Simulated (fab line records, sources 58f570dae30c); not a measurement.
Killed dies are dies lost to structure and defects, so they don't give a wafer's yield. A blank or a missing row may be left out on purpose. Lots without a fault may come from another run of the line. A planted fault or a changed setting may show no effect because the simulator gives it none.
Which tool did it? | flow berkeley_cmos170 | 13 lots, 39 wafers sampled, at 5 steps of a route of 331

WHAT THE GAUGES READ, wafer by wafer
UCB170_GATE_THK_MEAS_02. Usual: GATE_OXIDE_THK 6.57 nm, standard deviation 0.13.
lot  | measured     | on            | GATE_OXIDE_THK (nm) | flag
L167 | day 6 06:02  | film_metro-01 | 6.66 6.64 6.68      |
L168 | day 6 06:04  | film_metro-03 | 6.52 6.72 6.65      |
L172 | day 6 12:02  | film_metro-02 | 6.46 6.50 6.61      |
L175 | day 7 12:30  | film_metro-02 | 6.40 6.60 6.49      |
L176 | day 8 00:06  | film_metro-03 | 6.66 6.77 6.56      |
L181 | day 8 23:47  | film_metro-03 | 6.52 6.58 6.48      |
L182 | day 9 04:24  | film_metro-01 | 6.38 6.36 6.36      |
L184 | day 9 11:16  | film_metro-03 | 6.63 6.57 6.53      |
L186 | day 9 16:00  | film_metro-03 | 6.87 6.74 6.83      |
L187 | day 10 07:08 | film_metro-01 | 6.65 6.65 6.60      |
L190 | day 10 11:36 | film_metro-03 | 6.56 6.64 6.71      |
L188 | day 10 11:37 | film_metro-01 | 6.60 6.72 6.52      |
L189 | day 10 11:38 | film_metro-02 | 6.71 6.55 6.71      |

UCB170_GATE_OVL_MEAS_13. Usual: GATE_OVL 2 nm, standard deviation 4.6.
lot  | measured     | on         | GATE_OVL (nm) | flag
L167 | day 6 13:32  | overlay-02 | 3 5 -1        |
L168 | day 6 13:19  | overlay-01 | 8 1 9         |
L172 | day 6 19:59  | overlay-02 | 2 0 -1        |
L175 | day 7 20:14  | overlay-02 | 0 -4 1        |
L176 | day 8 06:28  | overlay-02 | 3 3 6         |
L181 | day 9 04:36  | overlay-02 | 3 -1 1        |
L182 | day 9 12:44  | overlay-02 | 3 3 8         |
L184 | day 9 18:23  | overlay-01 | 4 9 8         |
L186 | day 9 22:49  | overlay-01 | 2 -3 3        |
L187 | day 10 13:47 | overlay-02 | -14 -9 -3     |
L190 | day 10 19:23 | overlay-01 | 2 1 1         |
L188 | day 10 19:11 | overlay-02 | -3 4 2        |
L189 | day 10 18:53 | overlay-02 | 0 2 6         |

UCB170_PLDD_OVL_MEAS_07. Usual: PLDD_OVL 1 nm, standard deviation 5.4.
lot  | measured     | on         | PLDD_OVL (nm) | flag
L167 | day 6 15:25  | overlay-01 | -1 3 -1       |
L168 | day 6 15:01  | overlay-02 | 1 8 -2        |
L172 | day 6 22:05  | overlay-02 | -3 3 2        |
L175 | day 7 23:02  | overlay-01 | 5 1 1         |
L176 | day 8 08:13  | overlay-02 | 0 5 -6        |
L181 | day 9 08:44  | overlay-02 | 6 5 2         |
L182 | day 9 14:52  | overlay-01 | -3 0 3        |
L184 | day 9 19:58  | overlay-01 | -8 1 -2       |
L186 | day 10 00:38 | overlay-01 | -4 -2 -2      |
L187 | day 10 15:34 | overlay-01 | 4 5 9         |
L190 | day 10 21:48 | overlay-02 | -3 -3 -8      |
L188 | day 10 21:25 | overlay-02 | -4 5 2        |
L189 | day 10 20:53 | overlay-01 | -5 0 0        |

UCB170_SPACER_THK_MEAS_01. Usual: SPACER_TEOS_THK 378 nm, standard deviation 4.9.
lot  | measured     | on            | SPACER_TEOS_THK (nm)    | flag
L167 | day 6 17:56  | film_metro-03 | 373 374 375             |
L168 | day 6 17:41  | film_metro-01 | 379 375 388             |
L172 | day 7 00:40  | film_metro-03 | 370 370 369             |
L175 | day 8 01:56  | film_metro-01 | 274 279 277 274 279 277 | OFF
L176 | day 8 10:49  | film_metro-03 | 286 284 287 287 284 287 | OFF
L181 | day 9 11:20  | film_metro-01 | 377 385 383             |
L182 | day 9 17:29  | film_metro-03 | 373 382 382             |
L184 | day 9 22:48  | film_metro-03 | 371 374 383             |
L186 | day 10 03:32 | film_metro-03 | 385 385 385             |
L187 | day 10 18:07 | film_metro-03 | 376 376 387             |
L190 | day 11 00:13 | film_metro-04 | 373 375 382             |
L188 | day 10 23:48 | film_metro-01 | 378 379 380             |
L189 | day 10 23:30 | film_metro-03 | 377 382 385             |

WHICH TOOL RAN EACH LOT (tool, then ch and the chambers of the sampled wafers, then the start)
lot  | UCB170_SPACER_CVD_00
L167 | pecvd-04 ch 1,2, day 6 17:53
L168 | pecvd-02 ch 0,1,2, day 6 17:38
L172 | pecvd-02 ch 0,2, day 7 00:37
L175 | pecvd-02 ch 0,1,2, day 8 01:53
L176 | pecvd-02 ch 0,1, day 8 10:46
L181 | pecvd-04 ch 0,1, day 9 11:16
L182 | pecvd-01 ch 0,1, day 9 17:27
L184 | pecvd-04 ch 1,2, day 9 22:44
L186 | pecvd-01 ch 0,1,2, day 10 03:29
L187 | pecvd-04 ch 1,2, day 10 18:04
L190 | pecvd-04 ch 0,1,2, day 11 00:10
L188 | pecvd-02 ch 0,1, day 10 23:44
L189 | pecvd-01 ch 0,1, day 10 23:28
- UCB170_SPACER_CVD_00: deposits SiO2 from TEOS/O2, target thk 376 nm, time 47 s.

WHAT THE TOOLS THEMSELVES READ (means of the sampled wafers that have a number; where no wafer has one, the mark that the record gives instead)
UCB170_SPACER_CVD_00. Usual: heater_power_w 255 W, standard deviation 49.
lot  | tool     | heater_power_w (W) | flag
L167 | pecvd-04 | 247                |
L168 | pecvd-02 | 241                |
L172 | pecvd-02 | 229                |
L175 | pecvd-02 | 248                |
L176 | pecvd-02 | 211                |
L181 | pecvd-04 | 335                |
L182 | pecvd-01 | 265                |
L184 | pecvd-04 | 257                |
L186 | pecvd-01 | 265                |
L187 | pecvd-04 | 323                |
L190 | pecvd-04 | 298                |
L188 | pecvd-02 | 200                |
L189 | pecvd-01 | 268                |

THE ANSWER, worked out from the rows above alone
Rule: a lot is off if the mean of its wafers that have a number lies more than 3 standard deviations from the usual mean. A lot without any number at a reading at which 4 lots or more have one is off too. The other lots that the step has rows for count as sound. The gauges are gone through in route order, then the tools' own readings, and for those a lot's mean is taken as printed above. The first step at which some lot is off is used, and at that step the reading that is off furthest; a lot without a number counts as furthest.
Off: L175, L176, at UCB170_SPACER_THK_MEAS_01 (SPACER_TEOS_THK).
A tool fits if, at a process step before that reading, it ran every lot that is off, and no sound lot after the first of them. The gauges at UCB170_SPACER_THK_MEAS_01 are tried like those tools. None of those tried fits.

WHAT THE SIMULATOR HAD PUT IN
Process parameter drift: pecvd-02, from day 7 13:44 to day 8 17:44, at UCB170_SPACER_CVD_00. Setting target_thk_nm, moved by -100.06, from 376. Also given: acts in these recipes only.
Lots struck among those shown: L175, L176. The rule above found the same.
